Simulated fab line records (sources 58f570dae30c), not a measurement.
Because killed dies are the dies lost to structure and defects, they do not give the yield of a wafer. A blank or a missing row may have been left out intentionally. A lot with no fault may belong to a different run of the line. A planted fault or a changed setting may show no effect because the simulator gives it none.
Which tool is to blame?    flow berkeley-cmos170    13 lots, 39 wafers sampled, at 5 steps of a route of 331

== WHAT THE GAUGES READ, wafer by wafer ==
UCB170_PWELL_THK_MEAS_06. Usual: PWELL_NITRIDE_THK gives 219.1 nm (standard deviation 2).
lot   measured     on             PWELL_NITRIDE_THK (nm)  flag
L550  day 3 05:24  film-metro-02  222.9 221.1 221.6       
L551  day 3 09:20  film-metro-02  219.7 220.7 219.5       
L552  day 3 12:50  film-metro-04  219.6 219.6 218.6       
L553  day 3 16:31  film-metro-01  220.1 220.4 220.4       
L555  day 4 06:25  film-metro-02  221.8 220.0 221.3       
L560  day 5 17:30  film-metro-02  219.1 219.3 218.9       
L562  day 6 00:08  film-metro-01  219.7 223.3 219.8       
L565  day 6 15:10  film-metro-01  219.4 219.0 218.4       
L567  day 6 22:27  film-metro-04  217.4 218.7 218.6       
L569  day 7 07:04  film-metro-04  220.4 220.9 221.7       
L570  day 7 07:04  film-metro-02  219.7 219.7 220.1       
L572  day 7 18:36  film-metro-01  217.9 217.2 217.3       
L571  day 7 18:37  film-metro-02  217.0 216.9 218.2       

UCB170_M3_RS_MEAS_02: a four-point-probe measurement. Usual: M3_AL_RS gives 0.0322 ohm/sq (standard deviation 0.0003).
lot   measured      on             M3_AL_RS (ohm/sq)     flag
L550  day 8 11:27   film-metro-04  0.0327 0.0328 0.0328  
L551  day 8 23:30   film-metro-03  0.0324 0.0327 0.0325  
L552  day 8 23:07   film-metro-03  0.0327 0.0323 0.0320  
L553  day 8 23:18   film-metro-04  0.0319 0.0323 0.0320  
L555  day 9 08:32   film-metro-04  0.0316 0.0319 0.0320  
L560  day 10 07:20  film-metro-01  0.0322 0.0323 0.0320  
L562  day 10 23:34  film-metro-01  0.0321 0.0325 0.0321  
L565  day 11 21:44  film-metro-03  0.0321 0.0320 0.0320  
L567  day 11 21:42  film-metro-01  0.0321 0.0318 0.0322  
L569  day 12 17:04  film-metro-01  0.0326 0.0321 0.0321  
L570  day 12 15:56  film-metro-04  0.0318 0.0318 0.0318  
L572  day 13 03:44  film-metro-03  0.0317 0.0321 0.0318  
L571  day 13 04:29  film-metro-04  0.0320 0.0318 0.0320  

UCB170_M3_CD_MEAS_90 targets a cd of 700 nm. Usual: cd-nm at 701.4 nm, with a standard deviation of 2.5.
lot   measured      on         cd-nm (nm)         flag
L550  day 8 13:56   cd-sem-01  696.1 700.3 697.5  
L551  day 9 02:32   cd-sem-02  700.2 699.9 702.7  
L552  day 9 01:44   cd-sem-01  701.2 702.7 698.5  
L553  day 9 01:47   cd-sem-02  702.8 701.1 702.8  
L555  day 9 10:48   cd-sem-01  700.0 703.5 698.9  
L560  day 10 10:15  cd-sem-01  703.8 704.2 701.6  
L562  day 11 02:25  cd-sem-01  703.1 697.9 698.1  
L565  day 12 02:22  cd-sem-01  699.3 700.1 700.0  
L567  day 12 02:04  cd-sem-02  699.0 697.7 697.8  
L569  day 12 19:38  cd-sem-01  701.1 701.2 703.4  
L570  day 12 18:26  cd-sem-02  700.5 698.9 701.1  
L572  day 13 06:13  cd-sem-02  702.3 704.2 701.8  
L571  day 13 07:38  cd-sem-02  702.0 700.7 702.3  

== EACH LOT AND THE TOOL THAT RAN IT (in order: tool; ch and the chambers of the sampled wafers; start) ==
lot   UCB170_ACTIVE_ETCH_15              UCB170_ACTIVE_STRIP_16
L550  rie-diel-04 ch 1,2,3, day 4 11:59  plasma-asher-03 ch 0,1, day 4 12:05
L551  rie-diel-01 ch 0,2,3, day 4 23:38  plasma-asher-03 ch 0,1, day 4 23:44
L552  rie-diel-04 ch 0,3, day 4 23:38    plasma-asher-02 ch 0,1, day 4 23:47
L553  rie-diel-04 ch 2,3, day 4 23:55    plasma-asher-04 ch 0,1, day 5 00:01
L555  rie-diel-01 ch 0,1, day 5 20:04    plasma-asher-04 ch 0,1, day 5 20:10
L560  rie-diel-03 ch 1,2, day 7 02:28    plasma-asher-02 ch 0,1, day 7 02:35
L562  rie-diel-03 ch 0,1,2, day 7 08:14  plasma-asher-02 ch 0,1, day 7 08:20
L565  rie-diel-03 ch 2,3, day 7 23:01    plasma-asher-03 ch 0,1, day 7 23:09
L567  rie-diel-01 ch 2,3, day 8 02:04    plasma-asher-03 ch 0,1, day 8 02:12
L569  rie-diel-04 ch 0,2,3, day 8 12:32  plasma-asher-02 ch 0,1, day 8 12:40
L570  rie-diel-01 ch 1,2,3, day 8 12:09  plasma-asher-04 ch 0,1, day 8 12:17
L572  rie-diel-03 ch 0,1,2, day 9 06:14  plasma-asher-04 ch 0, day 9 06:20
L571  rie-diel-01 ch 0,2,3, day 9 05:56  plasma-asher-02 ch 1, day 9 06:02
- UCB170_ACTIVE_ETCH_15: etches Si3N4 in CH3F/Ar/O2, stops on SiO2, target depth 242 nm, time 151 s.
- UCB170_ACTIVE_STRIP_16: strips in O2.

== WHAT THE TOOLS THEMSELVES READ (means of the sampled wafers that have a number; where no wafer has one, the mark that the record gives instead) ==
UCB170_ACTIVE_ETCH_15. Usual: drypump-motor-current-A 5.9 A, standard deviation 0.46; mfc-ar-sccm 49.99 sccm, standard deviation 0.15; oes-product-au 0.942 a.u., standard deviation 0.015; throttle-valve-pct 8.11 %, standard deviation 0.081.
lot   tool         drypump-motor-current-A (A)  mfc-ar-sccm (sccm)  oes-product-au (a.u.)  throttle-valve-pct (%)  flag
L550  rie-diel-04  6.0                          50.06               0.934                  8.17                    
L551  rie-diel-01  5.8                          49.95               0.947                  8.05                    
L552  rie-diel-04  6.1                          50.07               0.933                  8.17                    
L553  rie-diel-04  6.2                          50.04               0.934                  8.14                    
L555  rie-diel-01  6.2                          50.10               0.972                  8.07                    
L560  rie-diel-03  5.0                          50.08               0.940                  8.16                    
L562  rie-diel-03  5.3                          49.97               0.941                  8.09                    
L565  rie-diel-03  5.8                          49.87               0.945                  8.06                    
L567  rie-diel-01  5.7                          50.08               0.943                  8.09                    
L569  rie-diel-04  6.3                          50.00               0.948                  8.12                    
L570  rie-diel-01  5.8                          49.83               0.941                  8.10                    
L572  rie-diel-03  5.3                          49.97               0.936                  8.10                    
L571  rie-diel-01  5.8                          49.97               0.924                  8.05                    

UCB170_ACTIVE_STRIP_16. Usual: drypump-motor-current-A 5.9 A, standard deviation 0.44; oes-product-au 0.721 a.u., standard deviation 0.0043; strip-time-to-endpoint-s 18.10 s, standard deviation 0.077.
lot   tool             drypump-motor-current-A (A)  oes-product-au (a.u.)  strip-time-to-endpoint-s (s)  flag
L550  plasma-asher-03  6.0                          0.722                  18.10                         
L551  plasma-asher-03  5.8                          0.722                  18.22                         
L552  plasma-asher-02  5.9                          0.719                  18.17                         
L553  plasma-asher-04  6.1                          0.719                  16.92                         OFF
L555  plasma-asher-04  6.4                          0.726                  18.26                         
L560  plasma-asher-02  5.9                          0.721                  18.05                         
L562  plasma-asher-02  5.9                          0.722                  18.03                         
L565  plasma-asher-03  5.8                          0.719                  18.16                         
L567  plasma-asher-03  6.0                          0.719                  18.10                         
L569  plasma-asher-02  5.9                          0.723                  18.08                         
L570  plasma-asher-04  6.1                          0.716                  18.10                         
L572  plasma-asher-04  6.6                          0.724                  18.03                         
L571  plasma-asher-02  6.3                          0.720                  18.14                         

== THE ANSWER, worked out from the rows above alone ==
Rule: a lot counts as off when the mean over its wafers that have a number is more than 3 standard deviations away from the usual mean. A lot without any number at a reading at which 4 lots or more have one is off too. All remaining lots with rows at the step are treated as sound. Order of review: gauges by route order, followed by the tools' own readings, for which a lot's mean as printed above is used. At the first step where some lot is off, the reading lying furthest off is the one used; lots without a number count as furthest.
Off, at UCB170_ACTIVE_STRIP_16 on strip-time-to-endpoint-s: L553.
If a tool, at that step or one of the process steps before it, ran each lot that is off and ran no sound lot following the first of them, it fits. No candidate that was tried fits.

== WHAT THE SIMULATOR PUT IN ==
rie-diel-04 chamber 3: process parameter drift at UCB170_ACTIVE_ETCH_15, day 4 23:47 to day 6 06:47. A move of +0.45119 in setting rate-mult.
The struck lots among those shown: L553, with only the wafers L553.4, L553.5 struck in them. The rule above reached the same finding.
